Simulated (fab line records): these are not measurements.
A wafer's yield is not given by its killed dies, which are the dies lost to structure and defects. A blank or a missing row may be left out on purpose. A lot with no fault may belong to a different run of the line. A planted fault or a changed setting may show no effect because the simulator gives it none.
Problem report in the 8D (eight disciplines) form, filled by code -- flow berkeley cmos170 -- the parts of the form that need people (team, actions taken, sign-off) are left out

1. WHAT WENT WRONG
Mean of bias w at UCB170_M3_METAL_ETCH_18: 185.9 W across 6 wafers in 2 lots; on wafers with no fault it is 120.0 W (standard deviation 0.36). So: +99 or more standard deviations from the usual mean.
The step: etches Al in Cl2/BCl3, stops on SiO2, target depth 1170 nm, time 195 s.
First observed at day 12 05:09: wafer L754.2, on rie metal-01. The record holds 42 wafers of 14 lots with a number at this step. By rule, "out" or "out of limits" means more than 4 standard deviations away from the usual mean. The rest of the wafers with a number are treated as sound.

2. WHAT IT IS AND WHAT IT IS NOT
question,is,is not
which readings at this step,bias w,"bcl3 flow sccm, drypump motor current A, oes product au, throttle valve pct"
which lots,"L754, L758","L740, L741, L742, L743, L744, L746, L748, L752, L755, L760, L761, L762"
which wafers of those lots,all that have a number,-
read on which tools,rie metal-01,"rie metal-02, rie metal-04"
when,from day 12 05:09,"up to then (27 sound wafers); but 9 sound wafers of L760, L761, L762 came after"

3. SUSPECTS, AND WHAT RULES EACH OUT
Counting: any tool at a process step up to the reading is kept as a suspect provided that every lot that is out went through it and no sound lot did after the first of them.
- plasma asher-01 at UCB170_M3_STRIP_07 (strips in O2): ruled out as a lasting fault. Following L754 (day 12 03:28), the first lot on it that is out, the sound lots L760, L761 were run on it.
- rie metal-01 at UCB170_M3_METAL_ETCH_18 (etches Al in Cl2/BCl3, stops on SiO2, target depth 1170 nm, time 195 s): kept. Every lot that is out went through it, starting with L754 (day 12 05:09), and after that it ran no sound lot; the last sound lot it ran before then is L752 (day 11 14:49). Out on those wafers are its own readings of bias w.
Remaining after the count: rie metal-01 at UCB170_M3_METAL_ETCH_18.

4. THE CAUSE (what the simulator had put in)
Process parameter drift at UCB170_M3_METAL_ETCH_18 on rie metal-01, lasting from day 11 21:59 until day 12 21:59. Setting bias w shifted by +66 from 120. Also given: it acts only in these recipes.
Counting left only this tool.

5. THE CHAIN OF EFFECTS, in route order
Each row: a reading whose mean over the struck wafers that have a number lies more than 3 standard deviations from the usual. Only readings whose record carries a usual standard deviation are examined. hours: median over the lots of the time between each lot's start at the first step of this table that gives one and its start at this step. sigmas: the change, counted in usual standard deviations.
hours,step,reading,usual,on struck wafers,change,sigmas
0,UCB170_M3_METAL_ETCH_18,bias w,120.0 W,185.9,+65.9,+99 or more
0,UCB170_M3_STRIP_19,oes product au,0.542 a.u.,0.441,-0.101,-5.3
The process steps in it:
- UCB170_M3_METAL_ETCH_18: etches Al in Cl2/BCl3, stops on SiO2, target depth 1170 nm, time 195 s.
- UCB170_M3_STRIP_19: strips in O2.
Later measuring or inspecting steps at which every struck wafer that the step has a row for has a number for every such reading, and none has moved that far: UCB170_M3_BOW_MEAS_20.

6. WHAT WOULD HAVE CAUGHT IT SOONER
7 hours passed between the start of the fault at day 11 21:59 and the first reading out of limits in this record, taken at day 12 05:09.
